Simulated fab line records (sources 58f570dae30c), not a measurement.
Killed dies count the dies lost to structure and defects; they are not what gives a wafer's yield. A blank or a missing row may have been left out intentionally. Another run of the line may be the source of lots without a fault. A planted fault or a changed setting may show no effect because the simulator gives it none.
The tool behind it: which one? | flow berkeleyCmos170 | 12 lots, 36 wafers sampled, at 5 steps of a route of 331

== WHAT EACH GAUGE READ, for each wafer ==
UCB170_NWELL_THK_MEAS_02. Usual: for NWELL_OXIDE_THK the level is 26.2 nm and the standard deviation is 0.43.
lot  | measured    | on           | NWELL_OXIDE_THK (nm) | flag
L689 | day 4 01:53 | filmMetro-02 | 26.3 26.1 27.1       | 
L691 | day 4 07:04 | filmMetro-04 | 26.1 26.8 26.4       | 
L692 | day 4 11:35 | filmMetro-04 | 26.2 26.5 26.0       | 
L693 | day 4 19:27 | filmMetro-04 | 26.7 26.5 26.7       | 
L694 | day 5 03:52 | filmMetro-02 | 26.9 27.1 27.3       | 
L695 | day 5 08:04 | filmMetro-04 | 26.5 26.9 26.5       | 
L697 | day 5 17:45 | filmMetro-01 | 25.5 25.6 25.1       | 
L699 | day 6 02:09 | filmMetro-01 | 25.8 26.7 26.0       | 
L700 | day 6 08:26 | filmMetro-04 | 26.3 26.5 26.4       | 
L701 | day 6 14:27 | filmMetro-04 | 25.5 25.6 25.4       | 
L702 | day 6 14:27 | filmMetro-01 | 25.9 25.7 25.6       | 
L703 | day 7 00:26 | filmMetro-04 | 25.4 25.9 25.9       | 

UCB170_FIELD_THK_MEAS_02. Usual: for FIELD_OXIDE_THK the level is 555 nm and the standard deviation is 9.3.
lot  | measured     | on           | FIELD_OXIDE_THK (nm) | flag
L689 | day 6 21:52  | filmMetro-02 | 560 564 553          | 
L691 | day 6 21:55  | filmMetro-02 | 555 564 555          | 
L692 | day 7 12:32  | filmMetro-03 | 578 569 573          | 
L693 | day 7 22:19  | filmMetro-04 | 535 535 544          | 
L694 | day 8 05:33  | filmMetro-03 | 549 555 562          | 
L695 | day 8 13:34  | filmMetro-03 | 573 568 569          | 
L697 | day 8 13:35  | filmMetro-02 | 550 561 560          | 
L699 | day 8 21:50  | filmMetro-03 | 561 550 562          | 
L700 | day 9 11:40  | filmMetro-03 | 545 538 551          | 
L701 | day 9 11:37  | filmMetro-02 | 558 542 552          | 
L702 | day 9 11:37  | filmMetro-03 | 555 560 562          | 
L703 | day 10 00:17 | filmMetro-03 | 552 567 557          | 

UCB170_SILICIDE_RS_MEAS_02: measurement is done with a four-point probe. Usual: for SILICIDE_TI_RS the level is 26.2 ohm/sq and the standard deviation is 0.4.
lot  | measured     | on           | SILICIDE_TI_RS (ohm/sq) | flag
L689 | day 9 14:23  | filmMetro-04 | 17.1 16.8 17.0          | OFF
L691 | day 9 14:50  | filmMetro-02 | 16.7 16.9 16.7          | OFF
L692 | day 9 19:48  | filmMetro-02 | 26.2 26.7 27.0          | 
L693 | day 10 15:43 | filmMetro-02 | 26.1 25.9 25.7          | 
L694 | day 10 20:38 | filmMetro-03 | 26.5 26.2 27.1          | 
L695 | day 11 02:52 | filmMetro-02 | 27.1 26.5 26.4          | 
L697 | day 11 02:40 | filmMetro-02 | 26.1 26.3 26.0          | 
L699 | day 11 14:12 | filmMetro-02 | 26.4 25.4 25.6          | 
L700 | day 12 13:37 | filmMetro-02 | 26.8 26.4 26.2          | 
L701 | day 12 13:38 | filmMetro-03 | 26.7 25.9 26.9          | 
L702 | day 12 13:47 | filmMetro-04 | 25.6 25.8 25.6          | 
L703 | day 12 16:50 | filmMetro-02 | 25.9 26.3 26.4          | 

UCB170_SILICIDE_THK_MEAS_03: measures by xrf. Usual: for SILICIDE_TI_THK the level is 29.8 nm and the standard deviation is 0.4.
lot  | measured     | on           | SILICIDE_TI_THK (nm) | flag
L689 | day 9 14:30  | filmMetro-04 | 43.2 43.4 43.4       | OFF
L691 | day 9 14:57  | filmMetro-02 | 43.8 43.4 43.8       | OFF
L692 | day 9 19:55  | filmMetro-02 | 29.7 29.3 28.9       | 
L693 | day 10 15:49 | filmMetro-02 | 30.1 30.3 30.3       | 
L694 | day 10 20:46 | filmMetro-03 | 29.5 29.7 28.8       | 
L695 | day 11 02:59 | filmMetro-02 | 29.0 29.5 29.6       | 
L697 | day 11 02:47 | filmMetro-02 | 30.0 30.0 30.1       | 
L699 | day 11 14:19 | filmMetro-02 | 29.7 30.7 30.6       | 
L700 | day 12 13:44 | filmMetro-02 | 29.4 29.6 29.9       | 
L701 | day 12 13:44 | filmMetro-03 | 29.3 30.1 29.2       | 
L702 | day 12 13:54 | filmMetro-04 | 30.3 30.1 30.3       | 
L703 | day 12 16:57 | filmMetro-02 | 30.1 29.7 29.4       | 

== EACH LOT AND THE TOOL THAT RAN IT (in order: tool; ch and the chambers of the sampled wafers; start) ==
lot  | UCB170_SILICIDE_SPUTTER_01
L689 | pvdSputter-01, day 9 14:15
L691 | pvdSputter-01, day 9 14:48
L692 | pvdSputter-02, day 9 19:46
L693 | pvdSputter-04, day 10 15:40
L694 | pvdSputter-02, day 10 20:37
L695 | pvdSputter-02, day 11 02:50
L697 | pvdSputter-04, day 11 02:37
L699 | pvdSputter-02, day 11 14:10
L700 | pvdSputter-04, day 12 13:35
L701 | pvdSputter-02, day 12 13:35
L702 | pvdSputter-01, day 12 13:44
L703 | pvdSputter-04, day 12 16:48
- UCB170_SILICIDE_SPUTTER_01: material Ti, target thk 30 nm, time 25 s.

== AS READ BY THE TOOLS THEMSELVES (means over the sampled wafers that have a number; for cases with no such wafer, the mark the record gives instead) ==
UCB170_SILICIDE_SPUTTER_01. Usual: throttleValvePct at 29.6 %, with a standard deviation of 1.6.
lot  | tool          | throttleValvePct (%) | flag
L689 | pvdSputter-01 | 28.2                 | 
L691 | pvdSputter-01 | 28.5                 | 
L692 | pvdSputter-02 | 28.6                 | 
L693 | pvdSputter-04 | 30.7                 | 
L694 | pvdSputter-02 | 29.0                 | 
L695 | pvdSputter-02 | 30.3                 | 
L697 | pvdSputter-04 | 31.6                 | 
L699 | pvdSputter-02 | 28.0                 | 
L700 | pvdSputter-04 | 31.5                 | 
L701 | pvdSputter-02 | 28.3                 | 
L702 | pvdSputter-01 | 30.6                 | 
L703 | pvdSputter-04 | 30.6                 | 

== THE ANSWER, worked out from the rows above alone ==
Rule: a lot is off if the mean of its wafers that have a number lies more than 3 standard deviations from the usual mean. Also off: a lot with no number at a reading for which 4 or more lots have one. Any other lot the step has rows for is counted as sound. The gauges are gone through in route order, then the tools' own readings, and for those a lot's mean is taken as printed above. The first step at which some lot is off is used, and at that step the reading that is off furthest; a lot without a number counts as furthest.
Off: L689, L691, seen at UCB170_SILICIDE_RS_MEAS_02 (SILICIDE_TI_RS).
A tool fits if, at a process step before that reading, it ran every lot that is off, and no sound lot after the first of them. Gauges at UCB170_SILICIDE_RS_MEAS_02: tried the same way as those tools. None of those tried fits.

== WHAT THE SIMULATOR PUT IN ==
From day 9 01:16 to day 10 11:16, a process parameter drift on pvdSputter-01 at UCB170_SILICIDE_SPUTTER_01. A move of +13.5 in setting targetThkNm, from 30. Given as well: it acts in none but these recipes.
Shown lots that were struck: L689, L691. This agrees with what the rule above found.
